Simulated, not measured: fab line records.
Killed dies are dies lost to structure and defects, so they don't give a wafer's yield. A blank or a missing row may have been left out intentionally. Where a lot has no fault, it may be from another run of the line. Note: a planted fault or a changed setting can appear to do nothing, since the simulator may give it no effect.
Which tool is to blame?    flow rit_cmos    39 wafers from 13 lots sampled at 2 of the route's 202 steps

WHAT THE GAUGES SHOWED, per wafer
RIT_NLDD_OVL_MEAS_06.
lot   measured     on          NLDD_OVL (nm)
L662  day 3 04:26  overlay-02  -0.1 -0.4 -1.4
L663  day 3 08:54  overlay-01  0.2 0.1 0.1
L664  day 3 14:17  overlay-02  1.3 -0.4 -0.5
L665  day 3 19:55  overlay-01  -3.0 -3.5 -1.8
L666  day 4 02:36  overlay-02  0.7 -1.5 -2.7
L667  day 4 05:13  overlay-01  0.1 -0.7 0.9
L669  day 4 16:28  overlay-02  -0.1 1.6 -0.3
L671  day 4 22:03  overlay-02  -0.1 -0.7 -1.6
L678  day 6 07:25  overlay-02  2.7 2.7 1.5
L682  day 7 01:43  overlay-02  -0.4 1.3 0.9
L683  day 7 09:05  overlay-01  0.1 0.6 -1.2
L684  day 7 15:53  overlay-01  -0.8 1.0 -1.4
L685  day 7 22:50  overlay-01  0.0 0.7 1.5

RIT_PLDD_OVL_MEAS_06.
lot   measured     on          PLDD_OVL (nm)
L662  day 3 05:51  overlay-01  -1.4 -0.6 2.0
L663  day 3 10:27  overlay-01  -1.2 -1.8 -2.3
L664  day 3 15:43  overlay-02  -0.1 0.9 0.1
L665  day 3 21:28  overlay-02  2.1 2.8 -1.0
L666  day 4 04:09  overlay-02  0.6 -0.9 0.0
L667  day 4 06:38  overlay-02  1.7 0.9 1.8
L669  day 4 18:07  overlay-01  0.2 -0.9 0.4
L671  day 4 23:47  overlay-02  0.5 0.6 0.6
L678  day 6 08:50  overlay-01  -2.5 -1.7 -1.1
L682  day 7 03:20  overlay-01  -1.2 1.5 -0.6
L683  day 7 10:30  overlay-01  -0.3 -2.1 -0.8
L684  day 7 17:18  overlay-01  0.3 -0.3 -0.3
L685  day 8 00:26  overlay-02  0.9 1.1 -0.1

EACH LOT AND THE TOOL THAT RAN IT (in order: tool; ch and the chambers of the sampled wafers; start)
Record: no process step prior to these readings.

WHAT THE TOOLS THEMSELVES READ (means of the sampled wafers that have a number; where no wafer has one, the mark that the record gives instead)
The record holds no such reading with a usual standard deviation.

THE ANSWER, worked out from the rows above alone
Rule: usual is defined by the lots themselves. The widest of any qualifying gaps counts: lots, ordered by their means at a reading, are off when they make up no more than a third of the lots, leave a main group of 4 or more, and stand apart from it by 3 or more times the standard deviation of that group's means. A main group whose means are all the same, to the digits that the tables above print for the reading, isn't used. A lot without any number at a reading at which 4 lots or more have one is off too. Any other lot the step has rows for is counted as sound. Order of review: gauges by route order, followed by the tools' own readings, for which a lot's mean as printed above is used. At the first step where some lot is off, the reading lying furthest off is the one used; lots without a number count as furthest.
Nothing can be told from this: no lot is off at any reading shown.

WHAT HAD BEEN PUT IN BY THE SIMULATOR
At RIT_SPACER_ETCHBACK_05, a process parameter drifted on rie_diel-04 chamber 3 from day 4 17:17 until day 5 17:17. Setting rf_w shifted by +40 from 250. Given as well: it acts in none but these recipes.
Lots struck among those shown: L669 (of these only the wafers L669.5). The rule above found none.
